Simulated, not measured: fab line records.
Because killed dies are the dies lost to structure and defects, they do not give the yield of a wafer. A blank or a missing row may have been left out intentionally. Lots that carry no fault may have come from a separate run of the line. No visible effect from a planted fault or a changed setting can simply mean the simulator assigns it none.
What tool caused it? / flow berkeley_cmos170 / 21 wafers from 7 lots sampled at 2 of the route's 331 steps

== WHAT EACH GAUGE READ, for each wafer ==
UCB170_M3_BOW_MEAS_20.
lot=L801; measured=day 9 22:41; on=film_metro-01; M3_BOW (um)=36 33 39
lot=L804; measured=day 10 05:49; on=film_metro-01; M3_BOW (um)=19 19 23
lot=L813; measured=day 11 20:02; on=film_metro-01; M3_BOW (um)=33 30 17
lot=L817; measured=day 12 04:58; on=film_metro-02; M3_BOW (um)=32 29 20
lot=L815; measured=day 12 05:49; on=film_metro-03; M3_BOW (um)=49 42 47
lot=L822; measured=day 13 14:14; on=film_metro-01; M3_BOW (um)=53 33 47
lot=L819; measured=day 13 14:32; on=film_metro-02; M3_BOW (um)=34 38 22

== TOOL THAT RAN EACH LOT (tool first, then ch and the chambers of the sampled wafers, then the start) ==
lot=L801; UCB170_M3_DEVELOP_14=litho_track-02 ch 0, day 9 21:00
lot=L804; UCB170_M3_DEVELOP_14=litho_track-03, day 10 05:00
lot=L813; UCB170_M3_DEVELOP_14=litho_track-02 ch 0, day 11 19:00
lot=L817; UCB170_M3_DEVELOP_14=litho_track-03 ch 0, day 12 04:00
lot=L815; UCB170_M3_DEVELOP_14=litho_track-04 ch 0, day 12 04:00
lot=L822; UCB170_M3_DEVELOP_14=litho_track-03 ch 0, day 13 13:00
lot=L819; UCB170_M3_DEVELOP_14=litho_track-03 ch 0, day 13 13:00
- UCB170_M3_DEVELOP_14: develop time 45 s.

== THE ANSWER, worked out from the rows above alone ==
Rule: what is usual is taken from the lots themselves. The widest of any qualifying gaps counts: lots, ordered by their means at a reading, are off when they make up no more than a third of the lots, leave a main group of 4 or more, and stand apart from it by 3 or more times the standard deviation of that group's means. A main group is skipped when, at the precision printed for the reading in the tables above, its means are all equal. A lot without any number at a reading at which 4 lots or more have one is off too. Any other lot the step has rows for is counted as sound.
Nothing can be told from this: no lot is off at any reading shown.

== WHAT WAS PUT IN BY THE SIMULATOR ==
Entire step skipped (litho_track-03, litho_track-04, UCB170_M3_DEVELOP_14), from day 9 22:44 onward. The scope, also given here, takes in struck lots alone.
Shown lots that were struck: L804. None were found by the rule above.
